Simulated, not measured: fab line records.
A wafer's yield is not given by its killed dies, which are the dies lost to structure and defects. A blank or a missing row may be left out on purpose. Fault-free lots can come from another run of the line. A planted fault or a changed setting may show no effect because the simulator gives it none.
Check for tools in common ; flow rit-cmos ; Sampled: 14 lots, 48 wafers

## WHY IT WAS OPENED
RIT_CONTACT_OVL_MEAS_09, reading CONTACT_OVL: flagged on 2 of 14 lots. Wafers without a fault read 0.5 nm, standard deviation 1.7.
Rule: flag the lot when none of its wafers has a number, or when each of its wafers that has one lies beyond 4 standard deviations from that mean. All remaining lots are regarded as sound.

lot;measured;on;CONTACT_OVL (nm), wafer by wafer;flag
L283;day 3 10:25;overlay-01;-0.3 1.4 1.1;
L284;day 3 17:02;overlay-02;5.4 3.4 4.8;
L286;day 4 03:02;overlay-01;-0.7 0.1 0.7;
L288;day 4 10:37;overlay-01;0.6 1.3 -0.3;
L291;day 4 22:18;overlay-01;-0.1 -1.6 -0.1;
L292;day 5 06:04;overlay-02;-0.2 -0.4 -1.0;
L293;day 5 13:59;overlay-02;2.5 1.0 2.2;
L295;day 5 17:58;overlay-02;-1.1 -1.0 -2.5;
L299;day 6 19:27;overlay-01;-2.1 0.6 0.0;
L301;day 7 05:36;overlay-02;350.0 349.8 347.9 348.7 348.6 347.8;FLAGGED
L302;day 7 21:58;overlay-02;350.0 352.3 348.3 349.5 350.8 347.7;FLAGGED
L303;day 8 04:04;overlay-02;-3.5 -0.7 0.3;
L305;day 8 05:53;overlay-02;3.1 3.2 3.6;
L306;day 8 14:14;overlay-01;-2.7 1.3 0.7;
Averaged over the flagged lots the numbers come to 349.3 nm, +348.8 nm from the usual (+99 or more standard deviations).

## TOOL THAT RAN EACH LOT
The record holds 1 process step before the reading, out of a route of 202 steps. Each cell gives the tool, then ch followed by the chambers the sampled wafers passed through, then the start.
lot;flag;RIT_CONTACT_EXPOSE_05
L283;;iline-stepper-01 ch 0, day 3 09:46
L284;;iline-stepper-02 ch 0, day 3 16:22
L286;;iline-stepper-02 ch 0, day 4 02:25
L288;;iline-stepper-02 ch 0, day 4 09:59
L291;;iline-stepper-01 ch 0, day 4 21:41
L292;;iline-stepper-02 ch 0, day 5 05:25
L293;;iline-stepper-01 ch 0, day 5 13:22
L295;;iline-stepper-01 ch 0, day 5 17:20
L299;;iline-stepper-02 ch 0, day 6 18:49
L301;FLAGGED;iline-stepper-02 ch 0, day 7 04:58
L302;FLAGGED;iline-stepper-02 ch 0, day 7 21:20
L303;;iline-stepper-01 ch 0, day 8 03:23
L305;;iline-stepper-01 ch 0, day 8 05:16
L306;;iline-stepper-01 ch 0, day 8 13:37
What is done by these steps:
- RIT_CONTACT_EXPOSE_05: exposes mask M11, target cd 1000 nm.
- RIT_CONTACT_OVL_MEAS_09

## FLAGGED AGAINST TOTAL, ONE TOOL AT A TIME (gauges that did the reading follow at the end)
step;tool;lots run;flagged;share of the flagged lots;sound lots run after its first flagged lot
RIT_CONTACT_EXPOSE_05;iline-stepper-01;7;0;none;-
RIT_CONTACT_EXPOSE_05;iline-stepper-02;7;2;all;0
RIT_CONTACT_OVL_MEAS_09;overlay-01;6;0;none;-
RIT_CONTACT_OVL_MEAS_09;overlay-02;8;2;all;2 (L303,L305)

## THE TABLE: WHAT IT ALLOWS
2 rows of the table ran every flagged lot: iline-stepper-02 at RIT_CONTACT_EXPOSE_05, overlay-02 at RIT_CONTACT_OVL_MEAS_09.
- iline-stepper-02 at RIT_CONTACT_EXPOSE_05: 2 of its 7 lots flagged. It ran its last sound lot, L299, at day 6 18:49 and its first flagged lot, L301, at day 7 04:58: a fault with its onset between the two fits.
- overlay-02 at RIT_CONTACT_OVL_MEAS_09: 2 of its 8 lots flagged. Sound lots ran on it after the first flagged one (L303, L305), which a lasting fault on the whole tool wouldn't allow.
Left over: one tool, iline-stepper-02 at RIT_CONTACT_EXPOSE_05.

## WHAT THE SIMULATOR HAD PUT IN
Scanner matching overlay: iline-stepper-02, from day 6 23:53 on, at RIT_CONTACT_EXPOSE_05. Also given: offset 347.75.
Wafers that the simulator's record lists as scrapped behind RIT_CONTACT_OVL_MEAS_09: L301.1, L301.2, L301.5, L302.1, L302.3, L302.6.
Shown lots that were struck: L301, L302. The rule above reached the same finding.
